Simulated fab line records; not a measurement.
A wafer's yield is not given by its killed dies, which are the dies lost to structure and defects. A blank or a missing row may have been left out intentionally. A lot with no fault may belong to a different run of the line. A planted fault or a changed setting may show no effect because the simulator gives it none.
Split-lot experiment    flow rit cmos    route with 202 steps; 5 lots, 23 wafers read

== ABOUT THE SPLIT ==
At RIT_PLDD_IMPLANT_08, the setting energy kev was moved away from the recipe's 20 on 9 of the 23 wafers read, by -5.4% to +3.8%. This setting was run at the recipe's value on the other wafers.

== FROM THE SPLIT TO THE READING: what the file shows between them, 5 steps ==
- RIT_PLDD_STRIP_09: strips in O2, time 180 s
- RIT_PLDD_TW_MEAS_10
- RIT_NSD_IMPLANT_08 (also split here: energy kev)
- RIT_PSD_DEVELOP_05: develop time 50 s (also split here: dev temp c)
- RIT_PSD_HARDBAKE_07: time 60 s

== THE READING ==
PLDD_RS, in ohm/sq, at RIT_SDANNEAL_RS_MEAS_06 (measures by four-point-probe). A value of 178.6 ohm/sq with a standard deviation of 0.51 ohm/sq is what fault-free wafers of this fab line usually give.

wafer   tool, chamber at the split  energy kev as run  against the recipe  PLDD_RS, ohm/sq  against lot-mates on the recipe
L075.1  implanter-02, 0             20.75              +3.8%               176.6            -2.6
L075.2  implanter-02, 0             20                 recipe              179.0            -
L075.4  implanter-02, 0             20.75              +3.8%               176.3            -2.9
L075.5  implanter-02, 0             20                 recipe              179.3            -
L075.6  implanter-02, 0             20                 recipe              179.2            -
L080.1  implanter-01, 0             19.34              -3.3%               180.9            +2.2
L080.2  implanter-01, 0             19.34              -3.3%               180.4            +1.7
L080.3  implanter-01, 0             20                 recipe              178.8            -
L080.5  implanter-01, 0             20                 recipe              179.0            -
L080.6  implanter-01, 0             20                 recipe              178.4            -
L081.1  implanter-01, 0             19.37              -3.1%               181.1            +2.3
L081.2  implanter-01, 0             20                 recipe              178.6            -
L081.4  implanter-01, 0             20                 recipe              179.3            -
L081.5  implanter-01, 0             19.37              -3.1%               180.9            +2.1
L081.6  implanter-01, 0             20                 recipe              178.6            -
L084.1  implanter-01, 0             20                 recipe              178.6            -
L084.3  implanter-01, 0             18.92              -5.4%               181.9            +3.2
L084.4  implanter-01, 0             18.92              -5.4%               182.5            +3.8
L084.5  implanter-01, 0             18.92              -5.4%               182.5            +3.8
L084.6  implanter-01, 0             20                 recipe              178.9            -
L085.3  implanter-01, 0             20                 recipe              178.7            -
L085.4  implanter-01, 0             20                 recipe              179.0            -
L085.5  implanter-01, 0             20                 recipe              178.7            -

FIT RESULTS
A straight line over all 23 wafers: PLDD_RS changes by -0.632 ohm/sq for each +1% of energy kev; r = -0.98; the points scatter about the line by 0.28 ohm/sq.
The same after taking each lot's own level away (the mean of its wafers on the recipe; 23 wafers): -0.669 ohm/sq for each +1%; r = -0.99; scatter 0.25 ohm/sq.
On that fit, the largest move of energy kev shifts the reading by 3.6 ohm/sq.
Across the lots, their own levels run from 178.73 to 179.17 ohm/sq, a range of 0.8 times the standard deviation given above.
The two slopes agree, so the slope changes little with the lot-to-lot level.
Check: with one of the wafers moved furthest among these (-5.4%) left out of the fit, the line predicts +3.66 ohm/sq for it against its lot-mates. Against them it came out at +3.15 ohm/sq.

== ADDITIONAL SPLITS CARRIED BY THESE WAFERS ==
Other splits were also applied to these wafers ahead of the reading. Each is held against what the fit with the lots' levels taken away leaves over:
other split on the same wafers     wafers away from the commonest value  r with PLDD_RS (lot level and that fit taken away)
RIT_ACTIVE_OXIDATION_01 ox time s  10                                    -0.07
RIT_FOX2_OXIDATION_00 ox time s    15                                    +0.13
RIT_NWELL_COAT_01 spin rpm         12                                    +0.12
RIT_NRETRO_IMPLANT_08 energy kev   8                                     -0.02
RIT_GATE_CLEAN_02 time s           18                                    -0.14
RIT_NLDD_IMPLANT_08 energy kev     10                                    +0.18
RIT_NSD_IMPLANT_08 energy kev      9                                     -0.21
RIT_PSD_DEVELOP_05 dev temp c      9                                     +0.05

== THE WHOLE CHAIN: every reading that the file lists as answering this split, in the file's order ==
step                     what it does                  reading                                                          change (the file's fit)                 r (the file's)
RIT_PLDD_IMPLANT_08                                    implant.rp nm (the simulator's own value, which no gauge read)   +0.135 nm for each +1% of the setting   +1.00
RIT_PLDD_IMPLANT_08                                    implant.drp nm (the simulator's own value, which no gauge read)  +0.0688 nm for each +1% of the setting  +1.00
RIT_PLDD_TW_MEAS_10                                    PLDD_TW                                                          +7.45 for each +1% of the setting       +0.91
RIT_SDANNEAL_RS_MEAS_06  measures by four-point-probe  PLDD_RS                                                          -0.662 for each +1% of the setting      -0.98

== THE FILE'S OWN FIT ==
PLDD_RS changes by -0.662 ohm/sq for each +1% of energy kev, r = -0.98.
